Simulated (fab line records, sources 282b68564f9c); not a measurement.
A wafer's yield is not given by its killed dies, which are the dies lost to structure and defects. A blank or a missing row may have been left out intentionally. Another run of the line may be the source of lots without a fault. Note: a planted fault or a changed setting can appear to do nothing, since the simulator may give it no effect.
Struck lot and sound lot, side by side / flow ritCmos / 15 out of 202 route steps
Sound: the wafers L574.1, L574.5, L574.6. Struck: wafer L582.3 (left out: L582.1, L582.5 of the same lot, which were not struck); the cause appears at the end.
At each step with rows: each side's tool, then ch and its chambers, then its first start. Under that, the readings that differ: sound wafers / struck wafers / difference of the means / sigmas: that difference in standard deviations of wafers without a fault.
alike: words and numbers the same on both sides, and readings whose means are apart by under 2 such deviations; not compared: readings that were withheld, readings missing a value for some wafer, numbers with overlapping values and no deviation given by the record, and bounds like >300 which may hide the same value.
A row with sigmas, a row that says differs or no value, or rows on one side alone: a step with any of these is where the two part. Numbers that have no deviation but don't overlap get no sigmas and don't part them. A reading that every wafer of one side lacks parts them only if that side has two wafers or more.

RIT_GATE_THK_MEAS_07:
  sound on filmMetro-03 at day 2 10:23; struck on filmMetro-01 at day 4 02:56
  alike: GATE_OXIDE_THK
then, 1 step without rows for these wafers: RIT_GATE_CVD_08 (deposits poly-Si from SiH4, target thk 250 nm, time 2220 s).
RIT_GATE_THK_MEAS_09:
  sound on filmMetro-01 at day 2 12:22; struck on filmMetro-01 at day 4 04:36
  alike: GATE_POLY_THK
then, 6 steps without rows for these wafers: RIT_GATE_HMDS_10 (prime time 60 s); RIT_GATE_COAT_11 (resist thk 850 nm); RIT_GATE_SOFTBAKE_12 (time 60 s); RIT_GATE_EXPOSE_13 (exposes mask M6, target cd 150 nm); RIT_GATE_PEB_14; RIT_GATE_DEVELOP_15 (develop time 50 s).
RIT_GATE_CD_MEAS_16: target cd 150 nm.
  sound on cdSem-02 at day 2 13:16; struck on cdSem-01 at day 4 05:54
  alike: cdNm
RIT_GATE_OVL_MEAS_17:
  sound on overlay-01 at day 2 13:23; struck on overlay-01 at day 4 06:01
  alike: GATE_OVL
then, 1 step without rows for these wafers: RIT_GATE_HARDBAKE_18 (time 60 s).
RIT_GATE_ETCH_19: etches poly-Si in SF6/CHF3/O2, stops on SiO2, time 165 s, target depth 312.5 nm.
  sound on rieSi-02 ch 0,1, day 2 13:34; struck on rieSi-02 ch 3, day 4 06:12
reading=drypumpMotorCurrentA (A); sound=6.1 6.1 5.6; struck=5.2; difference=-0.7; sigmas=-2
reading=rfFwdPowerW (W); sound=160.1 159.4 159.8; struck=224.1; difference=+64.3; sigmas=+99 or more
reading=model.NOVOLAK_of_GATE_COAT_11.thkNm (nm); sound=674.5 675.1 672; struck=635; difference=-39; sigmas=
  alike: CHF3_flow_sccm, oesProductAu, throttleValvePct
  not compared: rfHoursCounterH
RIT_GATE_STRIP_20: strips in O2, time 180 s.
  sound on plasmaAsher-04 ch 0,1, day 2 13:41; struck on plasmaAsher-03 ch 1, day 4 06:19
  alike: drypumpMotorCurrentA
  not compared: rfHoursCounterH
RIT_M1_PROBE_99:
  sound on prober-01 at day 3 10:28; struck on prober-01 at day 5 03:45
reading=killedAtContacts; sound=0 0 0; struck=1; difference=+1; sigmas=+4
reading=model.etest.pmosTurned.rOnOhmUm; sound=3552 3590 3549; struck=3033; difference=-531; sigmas=
reading=model.etest.pmos_0p3.rOnOhmUm; sound=6367 6338 6359; struck=6084; difference=-271; sigmas=
reading=model.etest.pmos_0p15.rOnOhmUm; sound=2845 2870 2873; struck=2510; difference=-353; sigmas=
reading=model.etest.nmos_0p15.rOnOhmUm; sound=1178 1165 1154; struck=1221; difference=+55; sigmas=
reading=model.etest.nmos_0p3.rOnOhmUm; sound=2171 2143 2160; struck=2284; difference=+126; sigmas=
reading=model.etest.pwellPinched.rsOhmSq; sound=457.4 455.9 455.7; struck=519; difference=+63; sigmas=
reading=model.etest.nwellPinched.rsOhmSq; sound=342 337.2 339.3; struck=386; difference=+46; sigmas=
reading=model.etest.pmos_0p15.driveUaUm; sound=253.3 248.5 247.9; struck=300.6; difference=+50.7; sigmas=
  alike: killed_at_M0_to_M3, killedAtFrontEnd, killedDies, killedOpen, killedShort

== WHERE THEY PART ==
At RIT_GATE_ETCH_19 first; at RIT_M1_PROBE_99 last (within this record only).

WHY: the cause the simulator had injected
rieSi-02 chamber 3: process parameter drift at RIT_GATE_ETCH_19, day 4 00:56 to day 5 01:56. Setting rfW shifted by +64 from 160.
